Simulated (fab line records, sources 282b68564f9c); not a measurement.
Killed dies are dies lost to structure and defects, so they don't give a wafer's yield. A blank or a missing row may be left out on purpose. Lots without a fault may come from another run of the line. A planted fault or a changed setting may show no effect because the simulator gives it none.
A struck lot beside a sound one | flow rit_cmos | 17 steps out of a route of 202
Sound: wafers L467.3, L467.4, L467.5. Struck: wafers L473.2, L473.3, L473.4. The cause comes at the end.
At each step with rows: each side's tool, then ch and its chambers, then its first start. Under that, the readings that differ: sound wafers | struck wafers | difference of the means | sigmas: that difference in standard deviations of wafers without a fault.
alike: readings whose means differ by less than 2 such deviations, and words and numbers that are the same on both sides. not compared: withheld readings, readings that some wafer has no value for, bounds like >300 that may hide the same value, and numbers for which the record gives no deviation and whose values overlap.
The two part at a step that has a row with sigmas, a row that says differs or no value, or rows on one side only. Numbers that don't overlap but have no deviation are shown without sigmas and don't part them. A reading that every wafer of one side lacks parts them only if that side has two wafers or more.

first, 2 steps without rows for these wafers: RIT_NRETRO_HARDBAKE_07 (time 120 s); RIT_NRETRO_IMPLANT_08.
RIT_NRETRO_STRIP_09: strips in O2, time 180 s.
  sound on plasma_asher-03 ch 0,1, day 3 21:22; struck on plasma_asher-01 ch 0,1, day 5 03:23
  alike: drypump_motor_current_A
  not compared: rf_hours_counter_h
RIT_NRETRO_TW_MEAS_10:
  sound on film_metro-02, day 3 21:30; struck on film_metro-02, day 5 03:34
  alike: NRETRO_TW
then, 6 steps without rows for these wafers: RIT_PRETRO_HMDS_00 (prime time 60 s); RIT_PRETRO_COAT_01 (resist thk 1300 nm); RIT_PRETRO_SOFTBAKE_02 (time 60 s); RIT_PRETRO_EXPOSE_03 (exposes mask M5, target cd 43700 nm); RIT_PRETRO_PEB_04; RIT_PRETRO_DEVELOP_05 (develop time 68 s).
RIT_PRETRO_OVL_MEAS_06:
  sound on overlay-02, day 3 22:34; struck on overlay-02, day 5 04:30
  alike: PRETRO_OVL
then, 1 step without rows for these wafers: RIT_PRETRO_HARDBAKE_07 (time 120 s).
RIT_PRETRO_IMPLANT_08:
  sound on implanter-03 ch 0, day 3 23:02; struck on implanter-03 ch 0, day 5 04:49
  reading            | sound                            | struck                        | difference | sigmas
  dose_ions_cm2      | 1.2014e+13 1.1999e+13 1.2011e+13 | 8.047e+12 8.038e+12 8.056e+12 | -3.961e+12 | -99 or more
  faraday_current_uA | 38.2 39.0 37.8                   | 25.2 26.2 24.8                | -12.9      | -17
RIT_PRETRO_STRIP_09: strips in O2, time 180 s.
  sound on plasma_asher-04 ch 0,1, day 3 23:11; struck on plasma_asher-01 ch 0,1, day 5 04:56
  alike: drypump_motor_current_A
  not compared: rf_hours_counter_h
RIT_PRETRO_TW_MEAS_10:
  sound on film_metro-01, day 3 23:19; struck on film_metro-02, day 5 05:07
  reading   | sound       | struck      | difference | sigmas
  PRETRO_TW | 465 465 466 | 420 420 420 | -45        | -10
then, 1 step without rows for these wafers: RIT_GATE_WET_ETCH_00 (etches SiO2 in BOE, target depth 56 nm, time 60 s).
RIT_M1_PROBE_99:
  sound on prober-01, day 5 01:54; struck on prober-01, day 6 10:11
  reading                                    | sound                | struck               | difference | sigmas
  killed_at_M0_to_M3                         | 0 0 0                | 0 1 0                | +0         | +4
  model.etest.nmos_0p3.r_on_ohm_um           | 2145 2118 2131       | 2012 2038 2011       | -111       |
  model.etest.nmos_0p15.r_on_ohm_um          | 1095 1077 1105       | 1044 1059 1050       | -41        |
  model.etest.nmos_turned.drive_ua_um        | 332.7 340.9 339.3    | 375.1 364.9 371.7    | +32.9      |
  model.etest.nmos_0p15.drive_ua_um          | 474.7 480.3 472.7    | 526.9 523.7 528.9    | +50.6      |
  model.etest.nmos_0p3.drive_ua_um           | 223.4 229 228.4      | 252.8 251.4 252.7    | +25.4      |
  model.etest.nmos_narrow.drive_ua_um        | 229.3 232.5 233.5    | 248.5 248.2 248.1    | +16.5      |
  model.etest.nmos_0p15.off_log10_a_um       | -9.968 -9.968 -10.07 | -8.444 -8.587 -8.456 | +1.506     |
  model.etest.retro_edge_nmos.off_log10_a_um | -9.885 -9.766 -9.951 | -8.359 -8.589 -8.41  | +1.415     |
  alike: killed_at_contacts, killed_at_front_end, killed_dies, killed_open, killed_short

WHERE THEY PART
First at RIT_PRETRO_IMPLANT_08; last, within this record, at RIT_M1_PROBE_99.

WHY: what the simulator had put in
Process parameter drift: implanter-03, from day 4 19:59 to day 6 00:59, at RIT_PRETRO_IMPLANT_08. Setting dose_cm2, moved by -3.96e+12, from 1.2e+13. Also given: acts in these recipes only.
